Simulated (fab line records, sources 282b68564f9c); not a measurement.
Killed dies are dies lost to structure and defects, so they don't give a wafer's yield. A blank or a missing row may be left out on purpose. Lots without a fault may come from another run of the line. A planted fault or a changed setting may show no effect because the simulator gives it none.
fab line records | flow rit_cmos
record lots=14 wafers=42 last_day=7
route steps=202 shown FOX2@80 NLDD@113 NSD@139 SDANNEAL@156 M1@202
lots that met no fault: from a run of the same line without faults
start_h: hours from the record's first day to the start of the lot's first wafer shown | wait_h: hours since the lot's step before | " the same as in the row above | L1.1+2: a row that stands for several wafers | - no value, or no start given | * or withheld: withheld | < > ~ a bound
route shown NAME@n: a module of which the file shows steps, and the number in the route of the first | usual: mean/standard deviation of fault-free wafers | same: alike in all rows | chamber/n: place in a boat | sites: the reading at each site | _std_site: their standard deviation | _edge_site: outer sites' mean less inner sites' | radius_mm: how far each site lies from the wafer's centre | mask NAME#n: copy n | behind: the tool/chamber that last shaped the wafer | hold: why the lot was held/for how many hours/how that ended | device: the transistor (n, p or np) that didn't switch | end of line: the same wafers' tests at the end of the route | a step without rows: its recipe alone | killed: dies lost to structure and defects at the first sort, not the wafer's yield | map: a wafer's dies, x killed, . not, _ none there
set.NAME: the setting as run; set.NAME@STEP: as run at that earlier step | model.NAME: the simulator's own value behind a step, which no gauge read
steps of the route over a sample of lots; a table a step, a row a wafer
services: from which hour (start_h, from the record's first day; less than 0 if before it) a tool's chamber was out of use, for how many hours, and why
## steps
# step RIT_FOX2_THK_MEAS_91
# recipe reads=SiO2_of_FOX2_OXIDATION_00
# usual FIELD_OXIDE_LEFT_2_THK=256/6.8
# columns lot.wafer tool chamber start_h wait_h FIELD_OXIDE_LEFT_2_THK[nm]
L352.1 film_metro-04 - 32.63 0.0 259
L352.3 " - " " 261
L352.6 " - " " 252
L353.1 film_metro-02 - 42.15 0.0 256
L353.2 " - " " 257
L353.6 " - " " 256
L354.2 film_metro-02 - 44.40 0.0 261
L354.3 " - " " 259
L354.4 " - " " 258
L355.1 film_metro-02 - 48.23 0.0 259
L355.3 " - " " 258
L355.4 " - " " 254
L356.1 film_metro-04 - 52.64 0.0 263
L356.3 " - " " 261
L356.4 " - " " 260
L357.2 film_metro-02 - 56.69 0.0 254
L357.3 " - " " 255
L357.4 " - " " 256
L360.1 film_metro-02 - 72.96 0.0 249
L360.2 " - " " 247
L360.6 " - " " 254
L366.1 film_metro-02 - 102.72 0.0 260
L366.3 " - " " 262
L366.6 " - " " 262
L367.1 film_metro-04 - 107.46 0.0 245
L367.4 " - " " 253
L367.6 " - " " 248
L369.1 film_metro-02 - 118.40 0.0 254
L369.2 " - " " 247
L369.6 " - " " 256
L370.2 film_metro-02 - 122.49 0.0 258
L370.4 " - " " 263
L370.5 " - " " 261
L371.1 film_metro-04 - 128.85 0.0 254
L371.2 " - " " 251
L371.4 " - " " 243
L374.2 film_metro-02 - 141.99 0.0 272
L374.4 " - " " 273
L374.5 " - " " 267
L375.2 film_metro-02 - 148.04 0.0 258
L375.4 " - " " 261
L375.6 " - " " 260
# step RIT_NLDD_TW_MEAS_10
# usual NLDD_TW=2507/15
# columns lot.wafer tool chamber start_h wait_h NLDD_TW
L352.1 film_metro-04 - 41.79 0.1 2494
L352.3 " - " " 2493
L352.6 " - " " 2483
L353.1 film_metro-03 - 51.46 0.1 2515
L353.2 " - " " 2517
L353.6 " - " " 2522
L354.2 film_metro-03 - 53.79 0.1 2519
L354.3 " - " " 2518
L354.4 " - " " 2524
L355.1 film_metro-03 - 57.84 0.1 2528
L355.3 " - " " 2525
L355.4 " - " " 2539
L356.1 film_metro-03 - 61.88 0.1 2512
L356.3 " - " " 2519
L356.4 " - " " 2511
L357.2 film_metro-03 - 67.12 0.1 2530
L357.3 " - " " 2523
L357.4 " - " " 2528
L360.1 film_metro-04 - 82.75 0.1 2502
L360.2 " - " " 2488
L360.6 " - " " 2490
L366.1 film_metro-03 - 114.31 0.1 2503
L366.3 " - " " 2500
L366.6 " - " " 2505
L367.1 film_metro-01 - 117.09 0.1 2508
L367.4 " - " " 2505
L367.6 " - " " 2507
L369.1 film_metro-01 - 128.45 0.1 2505
L369.2 " - " " 2516
L369.6 " - " " 2510
L370.2 film_metro-01 - 132.33 0.1 2512
L370.4 " - " " 2516
L370.5 " - " " 2530
L371.1 film_metro-01 - 137.99 0.1 2526
L371.2 " - " " 2521
L371.4 " - " " 2512
L374.2 film_metro-01 - 152.67 0.1 2515
L374.4 " - " " 2513
L374.5 " - " " 2512
L375.2 film_metro-01 - 157.48 0.1 2509
L375.4 " - " " 2520
L375.6 " - " " 2526
# step RIT_NSD_IMPLANT_08
# recipe species=P energy_kev=25 dose_cm2=1e+15 tilt_deg=7
# usual beam_on_s=10.00/0.21 dose_ions_cm2=1e+15/9.4e+11
# columns lot.wafer tool chamber start_h wait_h beam_on_s dose_ions_cm2
L352.1 implanter-01 0 47.03 0.1 9.99 1.0006e+15
L352.3 " 0 " " 10.21 9.998e+14
L352.6 " 0 " " 9.88 9.987e+14
L353.1 implanter-01 0 56.59 0.1 10.16 1.0004e+15
L353.2 " 0 " " 10.02 9.998e+14
L353.6 " 0 " " 10.04 1.0006e+15
L354.2 implanter-01 0 58.94 0.1 9.88 1.0009e+15
L354.3 " 0 " " 9.71 1e+15
L354.4 " 0 " " 9.93 1.0007e+15
L355.1 implanter-01 0 63.03 0.1 9.77 9.995e+14
L355.3 " 0 " " 9.88 9.983e+14
L355.4 " 0 " " 9.72 1.0008e+15
L356.1 implanter-01 0 67.07 0.1 9.83 9.752e+14
L356.3 " 0 " " 9.94 9.757e+14
L356.4 " 0 " " 9.58 9.749e+14
L357.2 implanter-01 0 72.34 0.1 9.95 9.753e+14
L357.3 " 0 " " 9.93 9.758e+14
L357.4 " 0 " " 9.79 9.769e+14
L360.1 implanter-02 0 87.89 0.1 9.89 9.995e+14
L360.2 " 0 " " 10.28 9.995e+14
L360.6 " 0 " " 10.21 9.997e+14
L366.1 implanter-02 0 119.52 0.1 10.22 9.995e+14
L366.3 " 0 " " 9.97 1.0006e+15
L366.6 " 0 " " 10.18 9.987e+14
L367.1 implanter-04 0 122.38 0.1 10.02 9.999e+14
L367.4 " 0 " " 9.78 1.0011e+15
L367.6 " 0 " " 9.83 9.998e+14
L369.1 implanter-02 0 133.76 0.1 10.13 1.0005e+15
L369.2 " 0 " " 10.06 9.998e+14
L369.6 " 0 " " 10.21 9.995e+14
L370.2 implanter-02 0 137.58 0.1 10.19 1.0007e+15
L370.4 " 0 " " 9.82 9.994e+14
L370.5 " 0 " " 10.19 1.0007e+15
L371.1 implanter-02 0 143.34 0.1 10.09 9.984e+14
L371.2 " 0 " " 10.16 9.989e+14
L371.4 " 0 " " 10.36 1.0001e+15
L374.2 implanter-01 0 158.09 0.1 10.24 9.992e+14
L374.4 " 0 " " 9.91 9.997e+14
L374.5 " 0 " " 9.97 1.0011e+15
L375.2 implanter-02 0 162.55 0.1 10.23 9.988e+14
L375.4 " 0 " " 9.53 1.0002e+15
L375.6 " 0 " " 9.81 9.998e+14
# step RIT_SDANNEAL_RTA_03
# recipe temp_c=1050 time_s=5 idle_temp_c=600 ramp_up_c_per_s=342 ramp_down_c_per_s=171 cool_to_c=600 ambient=N2
# usual wafer_temp_C_max=1053.4/1.1
# columns lot.wafer tool chamber start_h wait_h wafer_temp_C_max
L352.1 rtp_anneal-01 0 49.33 0.0 1053.3
L352.3 " 0 " " 1052.8
L352.6 " 0 " " 1055.0
L353.1 rtp_anneal-02 0 58.78 0.0 1053.8
L353.2 " 0 " " 1052.7
L353.6 " 0 " " 1055.2
L354.2 rtp_anneal-01 0 61.12 0.0 1052.4
L354.3 " 0 " " 1052.4
L354.4 " 0 " " 1052.4
L355.1 rtp_anneal-02 0 65.23 0.0 1053.7
L355.3 " 0 " " 1052.3
L355.4 " 0 " " 1052.1
L356.1 rtp_anneal-01 0 69.37 0.0 1051.3
L356.3 " 0 " " 1053.8
L356.4 " 0 " " 1054.2
L357.2 rtp_anneal-02 0 74.50 0.0 1053.9
L357.3 " 0 " " 1052.7
L357.4 " 0 " " 1053.0
L360.1 rtp_anneal-01 0 90.19 0.0 1053.3
L360.2 " 0 " " 1054.8
L360.6 " 0 " " 1053.2
L366.1 rtp_anneal-01 0 121.90 0.0 1052.2
L366.3 " 0 " " 1052.9
L366.6 " 0 " " 1054.2
L367.1 rtp_anneal-02 0 124.56 0.0 1052.2
L367.4 " 0 " " 1052.6
L367.6 " 0 " " 1052.8
L369.1 rtp_anneal-01 0 136.16 0.0 1053.6
L369.2 " 0 " " 1052.4
L369.6 " 0 " " 1052.7
L370.2 rtp_anneal-02 0 140.07 0.0 1055.2
L370.4 " 0 " " 1053.7
L370.5 " 0 " " 1053.0
L371.1 rtp_anneal-01 0 145.63 0.0 1054.0
L371.2 " 0 " " 1053.2
L371.4 " 0 " " 1054.7
L374.2 rtp_anneal-02 0 160.60 0.0 1053.1
L374.4 " 0 " " 1051.8
L374.5 " 0 " " 1052.5
L375.2 rtp_anneal-02 0 165.06 0.0 1053.8
L375.4 " 0 " " 1053.7
L375.6 " 0 " " 1053.2
# step RIT_SDANNEAL_RS_MEAS_05
# recipe thk_meas_gauge=four-point-probe
# usual NSD_RS=84.51/0.3
# columns lot.wafer tool chamber start_h wait_h NSD_RS[ohm/sq]
L352.1 film_metro-03 - 49.51 0.1 84.33
L352.3 " - " " 84.49
L352.6 " - " " 84.21
L353.1 film_metro-04 - 58.96 0.1 84.68
L353.2 " - " " 84.35
L353.6 " - " " 84.34
L354.2 film_metro-03 - 61.30 0.1 84.38
L354.3 " - " " 84.41
L354.4 " - " " 84.28
L355.1 film_metro-01 - 65.40 0.1 84.34
L355.3 " - " " 84.49
L355.4 " - " " 84.14
L356.1 film_metro-03 - 69.55 0.1 86.26
L356.3 " - " " 86.32
L356.4 " - " " 86.36
L357.2 film_metro-03 - 74.69 0.1 86.15
L357.3 " - " " 86.29
L357.4 " - " " 86.06
L360.1 film_metro-04 - 90.36 0.1 84.46
L360.2 " - " " 84.99
L360.6 " - " " 84.60
L366.1 film_metro-01 - 122.08 0.1 84.90
L366.3 " - " " 84.73
L366.6 " - " " 84.87
L367.1 film_metro-01 - 124.73 0.1 84.45
L367.4 " - " " 84.34
L367.6 " - " " 84.20
L369.1 film_metro-03 - 136.34 0.1 84.37
L369.2 " - " " 84.39
L369.6 " - " " 84.49
L370.2 film_metro-04 - 140.26 0.1 84.21
L370.4 " - " " 84.43
L370.5 " - " " 84.22
L371.1 film_metro-03 - 145.81 0.1 84.33
L371.2 " - " " 84.15
L371.4 " - " " 84.23
L374.2 film_metro-03 - 160.79 0.1 83.98
L374.4 " - " " 84.06
L374.5 " - " " 84.17
L375.2 film_metro-01 - 165.25 0.1 84.36
L375.4 " - " " 84.43
L375.6 " - " " 84.83
# step RIT_M1_PROBE_99
# usual killed_at_contacts=0.0/0.18 killed_at_front_end=6/3.1 killed_dies=6/3.1 killed_open=3.4/1.9 killed_short=3.1/2
# same gross_dies=264 killed_at_M0_to_M3=0 killed_at_M4_up=0 killed_at_back_side=0 killed_at_other=0
# columns lot.wafer tool chamber start_h wait_h killed_at_contacts killed_at_front_end killed_dies killed_open killed_short
L353.1 prober-01 - 66.20 0.1 0 8 8 2 6
L353.2 prober-01 - 66.25 0.1 0 8 8 3 5
L353.6 prober-01 - 66.45 0.2 0 2 2 2 0
L354.2 prober-02 - 70.20 0.1 0 3 3 2 1
L354.3 prober-02 - 70.25 0.2 0 2 2 0 2
L354.4 prober-02 - 70.30 0.2 0 9 9 5 4
L360.1 prober-01 - 98.54 0.1 0 14 14 8 6
L360.2 prober-01 - 98.59 0.1 0 7 7 3 4
L360.6 prober-01 - 98.79 0.2 0 4 4 1 3
L366.1 prober-01 - 129.34 0.1 0 10 10 5 5
L366.3 prober-01 - 129.44 0.2 0 12 12 7 5
L366.6 prober-01 - 129.59 0.2 0 12 12 8 4
L370.2 prober-01 - 147.88 0.1 0 6 6 3 3
L370.4 prober-01 - 147.98 0.2 0 11 11 6 5
L370.5 prober-01 - 148.03 0.2 0 4 4 3 1
L375.2 prober-02 - 172.68 0.1 0 0 0 0 0
L375.4 prober-02 - 172.78 0.2 0 3 3 1 2
L375.6 prober-02 - 172.88 0.2 0 4 4 2 2
# killed by level:class
L353.1 FOX1:geometric_particle:short=2 GATE:geometric_particle:open=2 GATE:geometric_particle:short=2 REOX:geometric_particle:short=1 SPACER:geometric_particle:short=1
L353.2 GATE:geometric_particle:short=2 FOX2:geometric_particle:short=1 GATE:geometric_particle:open=1 REOX:geometric_particle:open=1 REOX:geometric_particle:short=1 SPACER:geometric_particle:open=1 SILICIDE:geometric_particle:short=1
L353.6 GATE:geometric_particle:open=2
L354.2 GATE:geometric_particle:open=1 REOX:geometric_particle:short=1 SILICIDE:geometric_particle:open=1
L354.3 GATE:geometric_particle:short=1 REOX:geometric_particle:short=1
L354.4 FOX2:geometric_particle:open=3 GATE:geometric_particle:short=1 REOX:geometric_particle:open=1 REOX:geometric_particle:short=1 SPACER:geometric_particle:short=1 SILICIDE:geometric_particle:open=1 SILICIDE:geometric_particle:short=1
L360.1 GATE:geometric_particle:open=4 REOX:geometric_particle:short=3 FOX1:geometric_particle:short=2 REOX:geometric_particle:open=2 ACTIVE:geometric_particle:open=1 SILICIDE:geometric_particle:open=1 SILICIDE:geometric_particle:short=1
L360.2 FOX2:geometric_particle:short=2 FOX1:geometric_particle:short=1 FOX1:geometric_particle:open=1 GATE:geometric_particle:open=1 SPACER:geometric_particle:open=1 SPACER:geometric_particle:short=1
L360.6 GATE:geometric_particle:short=2 GATE:geometric_particle:open=1 SPACER:geometric_particle:short=1
L366.1 SPACER:geometric_particle:open=3 GATE:geometric_particle:short=2 REOX:geometric_particle:short=2 FOX2:geometric_particle:open=1 GATE:geometric_particle:open=1 SPACER:geometric_particle:short=1
L366.3 GATE:geometric_particle:short=2 GATE:geometric_particle:open=2 REOX:geometric_particle:open=2 SPACER:geometric_particle:short=2 FOX2:geometric_particle:open=1 REOX:geometric_particle:short=1 SPACER:geometric_particle:open=1 SILICIDE:geometric_particle:open=1
L366.6 REOX:geometric_particle:open=6 REOX:geometric_particle:short=2 SILICIDE:geometric_particle:open=2 GATE:geometric_particle:short=1 SPACER:geometric_particle:short=1
L370.2 REOX:geometric_particle:short=2 FOX1:geometric_particle:open=1 GATE:geometric_particle:open=1 SPACER:geometric_particle:open=1 SILICIDE:geometric_particle:short=1
L370.4 GATE:geometric_particle:open=3 GATE:geometric_particle:short=2 FOX1:geometric_particle:short=1 FOX1:geometric_particle:open=1 REOX:geometric_particle:short=1 SPACER:geometric_particle:open=1 SILICIDE:geometric_particle:short=1 SILICIDE:geometric_particle:open=1
L370.5 REOX:geometric_particle:open=1 SPACER:geometric_particle:short=1 SPACER:geometric_particle:open=1 SILICIDE:geometric_particle:open=1
L375.4 GATE:geometric_particle:short=2 REOX:geometric_particle:open=1
L375.6 GATE:geometric_particle:short=1 GATE:geometric_particle:open=1 REOX:geometric_particle:open=1 REOX:geometric_particle:short=1
## services
# columns tool chamber start_h hours kind
implanter-01 - 24.38 2.4 repair
implanter-02 - 26.92 4.4 repair
implanter-02 - 44.78 2.9 repair
implanter-01 - 45.25 0.9 repair
implanter-04 - 46.65 1.8 repair
implanter-02 - 73.58 2.8 pm
implanter-02 - 127.50 3.1 repair
rtp_anneal-01 - 130.25 1.1 pm
implanter-02 - 130.94 1.5 repair
implanter-04 - 133.25 5.1 pm
rtp_anneal-01 - 152.92 5.1 pm
## key
first_sign step=RIT_NSD_IMPLANT_08 reading=dose_ions_cm2 direction=down sigmas=26 usual=1e+15 struck=9.756e+14
effect step=RIT_SDANNEAL_RS_MEAS_05 reading=NSD_RS direction=up sigmas=5.8 usual=84.51 struck=86.24
met_at RIT_NSD_IMPLANT_08
struck_lots L356,L357
tester_left_out L356,L357
not_acting_at RIT_FOX2_THK_MEAS_91,RIT_NLDD_TW_MEAS_10,RIT_SDANNEAL_RTA_03
onset_between 63.03 67.07
fault kind=process_parameter_drift tool=implanter-01 chamber=- onset_h=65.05 steps=RIT_NSD_IMPLANT_08 channel=dose_cm2 offset=-2.4691e+13 shape=step end_h=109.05 acts_in=these_recipes_only stated=1e+15
# tester_left_out: of these lots the tester's yield and bins aren't shown, on N5 and GAA mostly nor the transistor test; their killed dies are dies lost to structure and defects alone, not to doping, threshold or leakage, so they don't give the yield
